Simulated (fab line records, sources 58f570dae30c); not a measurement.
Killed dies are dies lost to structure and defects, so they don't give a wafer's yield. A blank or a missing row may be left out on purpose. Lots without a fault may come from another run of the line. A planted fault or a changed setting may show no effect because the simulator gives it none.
A struck lot beside a sound one | flow berkeley_cmos170 | 25 steps out of a route of 331
Sound: wafers L639.3, L639.4, L639.6. Struck: wafers L646.1, L646.2, L646.3. The cause comes at the end.
At each step with rows: each side's tool, then ch and its chambers, then its first start. Under that, the readings that differ: sound wafers | struck wafers | difference of the means | sigmas: that difference in standard deviations of wafers without a fault.
alike: readings whose means differ by less than 2 such deviations, and words and numbers that are the same on both sides. not compared: withheld readings, readings that some wafer has no value for, bounds like >300 that may hide the same value, and numbers for which the record gives no deviation and whose values overlap.
The two part at a step that has a row with sigmas, a row that says differs or no value, or rows on one side only. Numbers that don't overlap but have no deviation are shown without sigmas and don't part them. A reading that every wafer of one side lacks parts them only if that side has two wafers or more.

first, 4 steps without rows for these wafers: UCB170_PWELL_WET_ETCH_19 (etches Si3N4 in H3PO4, time 14400 s); UCB170_PWELL_WET_ETCH_20 (etches SiO2 in BOE, time 22 s); UCB170_WELLDRIVE_CLEAN_00 (cleans in SPM, time 600 s); UCB170_WELLDRIVE_OXIDATION_01 (target thk 199 nm, ox time 9000 s).
UCB170_WELLDRIVE_THK_MEAS_02:
  sound on film_metro-03, day 4 08:07; struck on film_metro-01, day 5 10:09
  alike: WELLDRIVE_OXIDE_THK
then, 5 steps without rows for these wafers: UCB170_WELLDRIVE_ANNEAL_03 (time 900 s); UCB170_WELLDRIVE_WET_ETCH_04 (etches SiO2 in BOE, time 120 s); UCB170_ACTIVE_CLEAN_00 (cleans in SPM, time 600 s); UCB170_ACTIVE_CLEAN_01 (cleans in dHF, time 60 s); UCB170_ACTIVE_OXIDATION_02 (target thk 26.4 nm, ox time 1260 s).
UCB170_ACTIVE_THK_MEAS_03:
  sound on film_metro-02, day 4 19:19; struck on film_metro-02, day 6 01:14
  alike: ACTIVE_OXIDE_THK
then, 1 step without rows for these wafers: UCB170_ACTIVE_ANNEAL_04 (time 900 s).
UCB170_ACTIVE_CVD_05: deposits Si3N4 from SiH2Cl2/NH3, target thk 220 nm, time 3300 s.
  sound on lpcvd-01 ch 0, day 5 01:09; struck on lpcvd-01 ch 0, day 6 07:59
  reading                                  | sound             | struck            | difference | sigmas
  model.Si3N4_of_ACTIVE_CVD_05.thk_nm (nm) | 222.5 220.7 220.7 | 323.5 321.6 323.6 | +101.6     |
  alike: pressure_mtorr, spike_tc_load_C, spike_tc_source_C
UCB170_ACTIVE_THK_MEAS_06:
  sound on film_metro-02, day 5 03:05; struck on film_metro-02, day 6 09:54
  reading                 | sound             | struck            | difference | sigmas
  ACTIVE_NITRIDE_THK (nm) | 222.3 220.7 220.8 | 323.1 321.7 323.7 | +101.6     | +42
then, 6 steps without rows for these wafers: UCB170_ACTIVE_HMDS_07 (prime time 60 s); UCB170_ACTIVE_COAT_08 (resist thk 900 nm); UCB170_ACTIVE_SOFTBAKE_09 (time 60 s); UCB170_ACTIVE_EXPOSE_10 (exposes mask ACTIVE, target cd 1200 nm); UCB170_ACTIVE_PEB_11; UCB170_ACTIVE_DEVELOP_12 (develop time 45 s).
UCB170_ACTIVE_CD_MEAS_13: target cd 1200 nm.
  sound on cd_sem-02, day 5 04:28; struck on cd_sem-01, day 6 11:02
  alike: cd_nm
UCB170_ACTIVE_OVL_MEAS_14:
  sound on overlay-01, day 5 04:33; struck on overlay-02, day 6 11:10
  alike: ACTIVE_OVL
UCB170_ACTIVE_ETCH_15: etches Si3N4 in CH3F/Ar/O2, stops on SiO2, target depth 242 nm, time 151 s.
  sound on rie_diel-04 ch 1,2,3, day 5 04:34; struck on rie_diel-01 ch 0,2,3, day 6 11:12
  reading                  | sound             | struck            | difference | sigmas
  oes_product_au (a.u.)    | 0.949 0.944 0.949 | 1.014 0.973 1.012 | +0.052     | +4
  model.etch.depth_nm (nm) | 222.5 220.7 220.7 | 243.7 237.2 244   | +20.3      |
  alike: O2_flow_sccm, drypump_motor_current_A, throttle_valve_pct
  not compared: rf_hours_counter_h
UCB170_ACTIVE_STRIP_16: strips in O2.
  sound on plasma_asher-02 ch 0,1, day 5 04:43; struck on plasma_asher-02 ch 0,1, day 6 11:18
  reading               | sound             | struck            | difference | sigmas
  oes_product_au (a.u.) | 0.721 0.723 0.732 | 0.720 0.715 0.711 | -0.010     | -2
  alike: drypump_motor_current_A, strip_time_to_endpoint_s
  not compared: rf_hours_counter_h
-- the record jumps here: 4 days lie between the struck wafers' starts before and after (it left off in module ACTIVE and takes up again in module M3, whose first step shown is number 331 of the route) --
UCB170_M3_PROBE_99:
  the record has rows for the struck wafers here (prober-02, day 10 17:40) and none for the sound ones

WHERE THEY PART
First at UCB170_ACTIVE_THK_MEAS_06; last, within this record, at UCB170_M3_PROBE_99.

WHY: what the simulator had put in
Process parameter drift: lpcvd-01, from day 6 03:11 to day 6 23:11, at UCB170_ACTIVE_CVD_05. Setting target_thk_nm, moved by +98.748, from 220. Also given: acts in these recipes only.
